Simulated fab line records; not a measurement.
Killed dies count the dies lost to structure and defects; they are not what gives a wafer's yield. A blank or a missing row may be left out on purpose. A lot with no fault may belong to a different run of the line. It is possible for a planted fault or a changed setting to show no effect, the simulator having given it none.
The same fault as seen by 2 desks | flow berkeley_cmos170 | every desk sees just its own numbers, and what lay behind them comes last

## DESK OF THE TOOL OWNER: pvd_sputter-02
The tool's own readings at UCB170_M1_SPUTTER_00 (material Al, target thk 600 nm, time 80 s): means of the sampled wafers that have a number, for each lot that ran on this tool. A lot is out of limits, marked OUT, if its mean lies more than 4 standard deviations from the usual mean; the brackets give that distance.
Columns: A = throttle_valve_pct at UCB170_M1_SPUTTER_00, usual 29.5 %
lot  | first seen here | A
L597 | day 7 00:40     | 29.5
L598 | day 7 17:06     | 28.8
L601 | day 8 02:35     | 29.9
L602 | day 8 14:37     | 29.5
L604 | day 8 16:47     | 28.8
L606 | day 9 01:55     | 28.5
L609 | day 10 03:29    | 29.4
L610 | day 10 18:38    | 28.8
This desk's verdict: no lot among the 8 shows anything out of limits.

## FROM THE METROLOGY DESK
What the gauges read for every lot (on any tool): the sampled wafers with a number, averaged. A lot is out of limits, marked OUT, if its mean lies more than 4 standard deviations from the usual mean; the brackets give that distance.
Columns: A = PVT_OVL at UCB170_PVT_OVL_MEAS_06, usual -2 nm; B = PSD_OVL at UCB170_PSD_OVL_MEAS_07, usual -11 nm; C = PSD_RS at UCB170_SDANNEAL_RS_MEAS_02, usual 75.4 ohm/sq; D = M1_AL_RS at UCB170_M1_RS_MEAS_01, usual 0.0485 ohm/sq; E = M1_AL_THK at UCB170_M1_THK_MEAS_02, usual 596 nm
lot  | first seen here | A   | B   | C    | D      | E
L597 | day 5 20:05     | -15 | -9  | 74.9 | 0.0486 | 598
L598 | day 6 02:47     | -2  | -9  | 75.2 | 0.0487 | 592
L601 | day 6 16:14     | 5   | -8  | 75.3 | 0.0490 | 592
L602 | day 7 08:22     | 1   | -7  | 75.7 | 0.0481 | 597
L605 | day 7 08:38     | -0  | -10 | 75.3 | 0.0495 | 586
L603 | day 7 08:55     | 6   | -12 | 75.2 | 0.0481 | 596
L604 | day 7 09:38     | -3  | -15 | 75.5 | 0.0496 | 584
L606 | day 7 16:05     | -1  | -9  | 75.4 | 0.0477 | 603
L607 | day 8 00:48     | -2  | -13 | 75.3 | 0.0491 | 587
L609 | day 8 08:05     | 3   | -13 | 75.7 | 0.0485 | 598
L610 | day 9 03:54     | -4  | -9  | 75.5 | 0.0467 | 624
L616 | day 9 08:25     | -2  | -16 | 75.1 | 0.0478 | 609
L618 | day 9 21:26     | -2  | -8  | 75.3 | 0.0491 | 589
This desk's verdict: no lot among the 13 shows anything out of limits.

## PUT TOGETHER
The tool owner's desk saw nothing out of limits.
Nothing out of limits was seen by the metrology desk.

## WHAT THE SIMULATOR PUT IN
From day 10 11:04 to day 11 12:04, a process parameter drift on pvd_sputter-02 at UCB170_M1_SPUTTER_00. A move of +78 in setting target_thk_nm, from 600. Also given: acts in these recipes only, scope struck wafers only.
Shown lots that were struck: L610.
